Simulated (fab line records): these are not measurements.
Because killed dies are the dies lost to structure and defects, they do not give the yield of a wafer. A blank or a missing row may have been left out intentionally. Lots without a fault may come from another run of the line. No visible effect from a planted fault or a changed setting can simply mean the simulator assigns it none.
Split-lot study    flow berkeley cmos170    on a route of 331 steps: 5 lots, 23 wafers read

SPLIT DETAILS
At UCB170_NWELL_CVD_04 (deposits Si3N4 from SiH2Cl2/NH3, target thk 224 nm, time 3360 s), the setting temp c was moved away from the recipe's 800 C on 15 of the 23 wafers read, by -2.2% to -1.0%. All remaining wafers had this setting at the recipe value.

There is no step in the file separating the split from the reading.

THE READING
NWELL_NITRIDE_THK, in nm, at UCB170_NWELL_THK_MEAS_05. Typical for fault-free wafers on this fab line: 224.8 nm, with standard deviation 2.4 nm.

wafer   tool, chamber at the split  temp c as run, C  against the recipe  NWELL_NITRIDE_THK, nm  against lot-mates on the recipe
L074.1  -, -                        791.7             -1.0%               191.0                  no lot-mate on the recipe
L074.2  -, -                        791.7             -1.0%               190.6                  no lot-mate on the recipe
L074.3  -, -                        791.7             -1.0%               189.6                  no lot-mate on the recipe
L074.4  -, -                        791.7             -1.0%               188.3                  no lot-mate on the recipe
L074.5  -, -                        791.7             -1.0%               190.8                  no lot-mate on the recipe
L076.1  -, -                        786.2             -1.7%               172.5                  no lot-mate on the recipe
L076.2  -, -                        786.2             -1.7%               174.3                  no lot-mate on the recipe
L076.3  -, -                        786.2             -1.7%               173.7                  no lot-mate on the recipe
L076.5  -, -                        786.2             -1.7%               172.2                  no lot-mate on the recipe
L076.6  -, -                        786.2             -1.7%               173.6                  no lot-mate on the recipe
L079.1  -, -                        800               recipe              227.0                  -
L079.2  -, -                        800               recipe              226.7                  -
L079.3  -, -                        800               recipe              226.6                  -
L079.4  -, -                        800               recipe              225.3                  -
L079.6  -, -                        800               recipe              225.9                  -
L082.1  lpcvd-01, 1                 800               recipe              227.7                  -
L082.2  lpcvd-01, 1                 800               recipe              227.6                  -
L082.6  lpcvd-01, 1                 800               recipe              226.3                  -
L083.2  -, -                        782.3             -2.2%               162.7                  no lot-mate on the recipe
L083.3  -, -                        782.3             -2.2%               163.8                  no lot-mate on the recipe
L083.4  -, -                        782.3             -2.2%               163.8                  no lot-mate on the recipe
L083.5  -, -                        782.3             -2.2%               163.0                  no lot-mate on the recipe
L083.6  -, -                        782.3             -2.2%               163.5                  no lot-mate on the recipe

THE FIT
A straight line over all 23 wafers: NWELL_NITRIDE_THK changes by +29.2 nm for each +1% of temp c; r = +0.99; the points scatter about the line by 3.1 nm.
Too few moved wafers with a lot-mate on the recipe to fit a line net of each lot's own level.

THE WHOLE CHAIN: every reading that the file lists as answering this split, in the file's order
step                      what it does                                                                  reading                                                                        change (the file's fit)               r (the file's)
UCB170_NWELL_CVD_04       deposits Si3N4 from SiH2Cl2/NH3, target thk 224 nm, time 3360 s               Si3N4_of_NWELL_CVD_04.thk nm (the simulator's own value, which no gauge read)  +29.3 nm for each +1% of the setting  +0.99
UCB170_NWELL_THK_MEAS_05                                                                                NWELL_NITRIDE_THK                                                              +29.2 for each +1% of the setting     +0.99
UCB170_NWELL_ETCH_13      etches Si3N4 in CH3F/Ar/O2, stops on SiO2, target depth 246.4 nm, time 154 s  etch.depth nm (the simulator's own value, which no gauge read)                 +29.1 nm for each +1% of the setting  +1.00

FILE'S OWN FIT
NWELL_NITRIDE_THK changes by +29.2 nm for each +1% of temp c, r = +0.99.
